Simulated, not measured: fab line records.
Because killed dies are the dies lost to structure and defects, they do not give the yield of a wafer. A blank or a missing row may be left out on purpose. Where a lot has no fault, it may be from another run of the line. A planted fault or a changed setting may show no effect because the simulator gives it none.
Chamber matching    flow berkeley cmos170    UCB170_GATE_ETCH_14 on rie diel-03: 4 sister chambers
The step etches BARC in N2/H2. 8 wafers are shown with their chamber, then 7 later ones without.

== WAFERS, EACH WITH ITS CHAMBER ==
wafer   chamber  throttle valve pct (%)  drypump motor current A (A)
L437.1  1        13.51                   5.9
L440.5  1        13.53                   6.0
L439.6  3        13.15                   6.0
L444.1  0        13.40                   6.1
L444.5  2        13.28                   5.6
L444.6  3        13.16                   6.0
L447.1  2        13.28                   5.7
L447.3  0        13.42                   6.1

== WAFERS MISSING THEIR CHAMBER ==
wafer   throttle valve pct (%)  drypump motor current A (A)
L447.6  13.41                   6.1
L454.1  13.51                   6.0
L454.2  13.41                   6.0
L454.3  13.25                   5.7
L460.2  13.42                   6.1
L460.3  13.17                   6.0
L460.5  13.29                   5.6

== THE CHAMBER EACH PASSED THROUGH ==
wafer   from the rows above  in truth
L447.6  0                    0
L454.1  1                    1
L454.2  0                    0
L454.3  2                    2
L460.2  0                    0
L460.3  3                    3
L460.5  2                    2
Correctly placed: 7 of 7. Number that these rows cannot place: 0. Placed wrongly: 0.
How it was worked out, from the rows above alone: a wafer's distance from a chamber is the root of the sum, over the readings, of the square of ((its reading less the chamber's mean) divided by the reading's scatter). The wafer belongs to the nearest chamber; if the next one is less than 2 further off, it can't be placed. For every chamber, the mean is computed from those of its wafers that are shown. The scatter: the root of (the sum of the squares of (reading less its chamber's mean) over the shown wafers, divided by (wafers less chambers)).
